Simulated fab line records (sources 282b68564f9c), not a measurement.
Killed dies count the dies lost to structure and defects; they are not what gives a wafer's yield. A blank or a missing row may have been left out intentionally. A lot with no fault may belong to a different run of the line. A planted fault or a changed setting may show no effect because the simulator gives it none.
A lot that was struck, set against a sound lot :: flow rit_cmos :: 20 steps out of a route of 202
Sound: wafers L186.4, L186.5, L186.6. Wafers struck: L193.3, L193.4, L193.5. The cause comes at the end.
Order at every step that has rows: each side's tool, ch and its chambers, its first start. Under that, the readings that differ: sound wafers :: struck wafers :: difference of the means :: sigmas: that difference in standard deviations of wafers without a fault.
alike: same words and numbers on both sides, and readings whose means sit less than 2 such deviations apart. not compared: any withheld reading, any reading some wafer has no value for, any bound like >300 that may hide the same value, and any number with overlapping values for which the record gives no deviation.
The two part at a step that has a row with sigmas, a row that says differs or no value, or rows on one side only. Non-overlapping numbers with no deviation appear without sigmas and do not part them. Lack of a reading on every wafer of one side parts them only where that side has two or more wafers.

first, 2 steps without rows for these wafers: RIT_NWELL_HARDBAKE_07 (time 120 s); RIT_NWELL_IMPLANT_08.
RIT_NWELL_STRIP_09: strips in O2, time 180 s.
  sound on plasma_asher-04 ch 0,1, day 2 18:37; struck on plasma_asher-03 ch 0,1, day 4 06:41
  alike: drypump_motor_current_A
  not compared: rf_hours_counter_h
RIT_NWELL_TW_MEAS_10:
  sound on film_metro-02, day 2 18:46; struck on film_metro-03, day 4 06:50
  alike: NWELL_TW
then, 6 steps without rows for these wafers: RIT_PWELL_HMDS_00 (prime time 60 s); RIT_PWELL_COAT_01 (resist thk 1300 nm); RIT_PWELL_SOFTBAKE_02 (time 60 s); RIT_PWELL_EXPOSE_03 (exposes mask M3, target cd 43700 nm); RIT_PWELL_PEB_04; RIT_PWELL_DEVELOP_05 (develop time 68 s).
RIT_PWELL_OVL_MEAS_06:
  sound on overlay-02, day 2 19:49; struck on overlay-01, day 4 07:53
  alike: PWELL_OVL
then, 1 step without rows for these wafers: RIT_PWELL_HARDBAKE_07 (time 120 s).
RIT_PWELL_IMPLANT_08:
  sound on implanter-01 ch 0, day 2 20:09; struck on implanter-01 ch 0, day 4 08:32
RIT_PWELL_STRIP_09: strips in O2, time 180 s.
  sound on plasma_asher-01 ch 0,1, day 2 20:17; struck on plasma_asher-01 ch 0,1, day 4 08:41
  alike: drypump_motor_current_A
  not compared: rf_hours_counter_h
RIT_PWELL_TW_MEAS_10:
  sound on film_metro-03, day 2 20:26; struck on film_metro-04, day 4 08:49
reading: PWELL_TW
sound: 959 957 958
struck: 1208 1214 1204
difference: +251
sigmas: +27
then, 1 step without rows for these wafers: RIT_WELLDRIVE_ANNEAL_00 (time 14700 s).
RIT_WELLDRIVE_RS_MEAS_01: a four-point-probe measurement.
  sound on film_metro-03, day 3 01:58; struck on film_metro-03, day 4 13:59
  alike: NWELL_RS
RIT_WELLDRIVE_RS_MEAS_02: a four-point-probe measurement.
  sound on film_metro-03, day 3 02:05; struck on film_metro-03, day 4 14:07
reading: PWELL_RS (ohm/sq)
sound: 427.6 427.6 426.6
struck: 280.7 279.8 279.9
difference: -147.1
sigmas: -99 or more
then, 1 step without rows for these wafers: RIT_NRETRO_HMDS_00 (prime time 60 s).
RIT_M1_PROBE_99:
  only the struck wafers here have rows in the record (prober-02, day 5 21:17); the sound ones have none

## WHERE THEY PART
Last at RIT_M1_PROBE_99 as far as this record goes, first at RIT_PWELL_TW_MEAS_10.

WHY: whatever the simulator had introduced
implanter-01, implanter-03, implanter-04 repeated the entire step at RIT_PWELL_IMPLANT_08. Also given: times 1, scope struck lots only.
